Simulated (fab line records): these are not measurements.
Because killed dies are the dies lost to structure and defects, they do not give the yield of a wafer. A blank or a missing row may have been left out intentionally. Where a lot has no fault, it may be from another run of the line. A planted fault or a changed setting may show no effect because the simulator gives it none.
The tool behind it: which one? :: flow berkeley cmos170 :: 7 lots (21 wafers sampled), 1 step of a 331-step route

## WHAT THE GAUGES READ, wafer by wafer
UCB170_V2_CD_MEAS_90: target cd 700 nm.
lot: L364
measured: day 8 19:13
on: cd sem-01
cd nm (nm): 699.6 698.9 700.3

lot: L370
measured: day 9 16:42
on: cd sem-02
cd nm (nm): 698.5 697.7 698.2

lot: L371
measured: day 10 07:04
on: cd sem-02
cd nm (nm): 700.5 701.7 700.9

lot: L377
measured: day 11 04:26
on: cd sem-01
cd nm (nm): 701.5 701.8 702.3

lot: L375
measured: day 11 08:20
on: cd sem-01
cd nm (nm): 702.0 700.9 700.3

lot: L380
measured: day 12 11:58
on: cd sem-01
cd nm (nm): 699.9 700.3 701.8

lot: L386
measured: day 13 15:22
on: cd sem-02
cd nm (nm): 699.3 698.5 698.3

## WHICH TOOL RAN EACH LOT (tool, then ch and the chambers of the sampled wafers, then the start)
No process step before these readings appears in the record.

## THE ANSWER, worked out from the rows above alone
Rule: the lots themselves supply what counts as usual. Put in order of their means at a reading, lots are off if they are a third of the lots or fewer, leave a main group of 4 or more, and stand apart from it by a gap of 3 or more times the standard deviation of the main group's means; of several such gaps the widest counts. The tables above print the reading to a certain number of digits; a main group whose means all agree to those digits is not used. Also off: a lot with no number at a reading for which 4 or more lots have one. Where the step has rows for the other lots, those lots are counted as sound.
None of the lots is off at any reading shown; this tells nothing.

## WHAT HAD BEEN PUT IN BY THE SIMULATOR
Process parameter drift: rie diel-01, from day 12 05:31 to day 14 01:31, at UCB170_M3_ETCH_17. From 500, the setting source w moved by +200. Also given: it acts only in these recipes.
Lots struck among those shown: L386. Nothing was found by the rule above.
